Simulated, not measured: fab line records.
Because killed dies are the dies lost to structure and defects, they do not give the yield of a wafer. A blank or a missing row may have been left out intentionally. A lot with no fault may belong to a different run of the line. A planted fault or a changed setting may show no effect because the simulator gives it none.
Lot-split experiment :: flow berkeley-cmos170 :: on a route of 331 steps: 5 lots, 23 wafers read

ABOUT THE SPLIT
At UCB170_M1_EXPOSE_06 (exposes mask METAL1, target cd 700 nm), the setting dose-mj was moved away from the recipe's 21 on 8 of the 23 wafers read, by -3.2% to +6.7%. The other wafers ran this setting at the recipe's value.

FROM THE SPLIT TO THE READING: what the file shows between them, 6 steps
- UCB170_M1_PEB_07
- UCB170_M1_DEVELOP_08: develop time 45 s
- UCB170_M1_CD_MEAS_09: target cd 700 nm
- UCB170_M1_ETCH_11: etches BARC in N2/H2
- UCB170_M1_METAL_ETCH_12: etches Al in Cl2/BCl3, stops on PSG, target depth 780 nm, time 130 s
- UCB170_M1_STRIP_13: strips in O2

THE READING
cd-nm, in nm, at UCB170_M1_CD_MEAS_90 (target cd 700 nm). Fault-free wafers of this fab line usually give 699.7 nm, standard deviation 2.3 nm.

wafer: L074.1
tool, chamber at the split: krf-scanner-01, 0
dose-mj as run: 21.79
against the recipe: +3.8%
cd-nm, nm: 689.9
against lot-mates on the recipe: -5.6

wafer: L074.2
tool, chamber at the split: krf-scanner-01, 0
dose-mj as run: 21
against the recipe: recipe
cd-nm, nm: 694.6
against lot-mates on the recipe: -

wafer: L074.4
tool, chamber at the split: krf-scanner-01, 0
dose-mj as run: 21.79
against the recipe: +3.8%
cd-nm, nm: 688.6
against lot-mates on the recipe: -6.9

wafer: L074.5
tool, chamber at the split: krf-scanner-01, 0
dose-mj as run: 21.79
against the recipe: +3.8%
cd-nm, nm: 692.4
against lot-mates on the recipe: -3.1

wafer: L074.6
tool, chamber at the split: krf-scanner-01, 0
dose-mj as run: 21
against the recipe: recipe
cd-nm, nm: 696.4
against lot-mates on the recipe: -

wafer: L076.1
tool, chamber at the split: krf-scanner-01, 0
dose-mj as run: 21
against the recipe: recipe
cd-nm, nm: 699.7
against lot-mates on the recipe: -

wafer: L076.2
tool, chamber at the split: krf-scanner-01, 0
dose-mj as run: 21
against the recipe: recipe
cd-nm, nm: 700.8
against lot-mates on the recipe: -

wafer: L076.3
tool, chamber at the split: krf-scanner-01, 0
dose-mj as run: 21
against the recipe: recipe
cd-nm, nm: 702.3
against lot-mates on the recipe: -

wafer: L076.4
tool, chamber at the split: krf-scanner-01, 0
dose-mj as run: 21
against the recipe: recipe
cd-nm, nm: 700.7
against lot-mates on the recipe: -

wafer: L076.6
tool, chamber at the split: krf-scanner-01, 0
dose-mj as run: 21
against the recipe: recipe
cd-nm, nm: 701.9
against lot-mates on the recipe: -

wafer: L077.1
tool, chamber at the split: krf-scanner-02, 0
dose-mj as run: 22.41
against the recipe: +6.7%
cd-nm, nm: 690.3
against lot-mates on the recipe: -10.6

wafer: L077.2
tool, chamber at the split: krf-scanner-02, 0
dose-mj as run: 22.41
against the recipe: +6.7%
cd-nm, nm: 690.4
against lot-mates on the recipe: -10.5

wafer: L077.3
tool, chamber at the split: krf-scanner-02, 0
dose-mj as run: 21
against the recipe: recipe
cd-nm, nm: 699.2
against lot-mates on the recipe: -

wafer: L077.4
tool, chamber at the split: krf-scanner-02, 0
dose-mj as run: 21
against the recipe: recipe
cd-nm, nm: 702.3
against lot-mates on the recipe: -

wafer: L077.6
tool, chamber at the split: krf-scanner-02, 0
dose-mj as run: 21
against the recipe: recipe
cd-nm, nm: 701.2
against lot-mates on the recipe: -

wafer: L079.2
tool, chamber at the split: krf-scanner-02, 0
dose-mj as run: 20.32
against the recipe: -3.2%
cd-nm, nm: 707.1
against lot-mates on the recipe: +7.2

wafer: L079.3
tool, chamber at the split: krf-scanner-02, 0
dose-mj as run: 20.32
against the recipe: -3.2%
cd-nm, nm: 704.8
against lot-mates on the recipe: +4.9

wafer: L079.4
tool, chamber at the split: krf-scanner-02, 0
dose-mj as run: 20.32
against the recipe: -3.2%
cd-nm, nm: 707.4
against lot-mates on the recipe: +7.5

wafer: L079.5
tool, chamber at the split: krf-scanner-02, 0
dose-mj as run: 21
against the recipe: recipe
cd-nm, nm: 699.6
against lot-mates on the recipe: -

wafer: L079.6
tool, chamber at the split: krf-scanner-02, 0
dose-mj as run: 21
against the recipe: recipe
cd-nm, nm: 700.1
against lot-mates on the recipe: -

wafer: L081.1
tool, chamber at the split: krf-scanner-02, 0
dose-mj as run: 21
against the recipe: recipe
cd-nm, nm: 699.6
against lot-mates on the recipe: -

wafer: L081.2
tool, chamber at the split: krf-scanner-02, 0
dose-mj as run: 21
against the recipe: recipe
cd-nm, nm: 701.8
against lot-mates on the recipe: -

wafer: L081.6
tool, chamber at the split: krf-scanner-02, 0
dose-mj as run: 21
against the recipe: recipe
cd-nm, nm: 700.0
against lot-mates on the recipe: -

THE FIT
A straight line over all 23 wafers: cd-nm changes by -1.83 nm for each +1% of dose-mj; r = -0.91; the points scatter about the line by 2.3 nm.
The same after taking each lot's own level away (the mean of its wafers on the recipe; 23 wafers): -1.64 nm for each +1%; r = -0.96; scatter 1.2 nm.
Per that fit: largest dose-mj move, reading shift of 11 nm.
The lots' own levels span 695.50 to 701.08 nm, that is 2.4 times the standard deviation above.
So the slope is not independent of the lot-to-lot level: the two fits are not the same.
Check: -10.7 nm against its lot-mates is what the line predicts for one of the wafers moved furthest among these (+6.7%) when that wafer is left out of the fit. It came out at -10.6 nm against them.

OTHER SPLITS ON THESE WAFERS
Note: prior to the reading, these wafers also went through further splits. Each is held against what the fit with the lots' levels taken away leaves over:
other split on the same wafers: UCB170_PSD_IMPLANT_08 dose-cm2
wafers away from the commonest value: 7
r with cd-nm (lot level and that fit taken away): -0.21

other split on the same wafers: UCB170_NSD_STRIP_09 power-w
wafers away from the commonest value: 9
r with cd-nm (lot level and that fit taken away): -0.18

other split on the same wafers: UCB170_SILICIDE_SPUTTER_01 time-s
wafers away from the commonest value: 8
r with cd-nm (lot level and that fit taken away): +0.03

other split on the same wafers: UCB170_M1_COAT_04 spin-rpm
wafers away from the commonest value: 8
r with cd-nm (lot level and that fit taken away): -0.16

THE WHOLE CHAIN: every reading that the file lists as answering this split, in the file's order
step: UCB170_M1_CD_MEAS_09
what it does: target cd 700 nm
reading: cd-nm
change (the file's fit): -1.65 nm for each +1% of the setting
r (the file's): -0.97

step: UCB170_M1_ETCH_11
what it does: etches BARC in N2/H2
reading: M1.cd-nm (the simulator's own value, which no gauge read)
change (the file's fit): -1.58 nm for each +1% of the setting
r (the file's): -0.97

step: UCB170_M1_CD_MEAS_90
what it does: target cd 700 nm
reading: cd-nm
change (the file's fit): -1.6 nm for each +1% of the setting
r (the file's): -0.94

FILE'S OWN FIT
cd-nm changes by -1.6 nm for each +1% of dose-mj, r = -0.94.
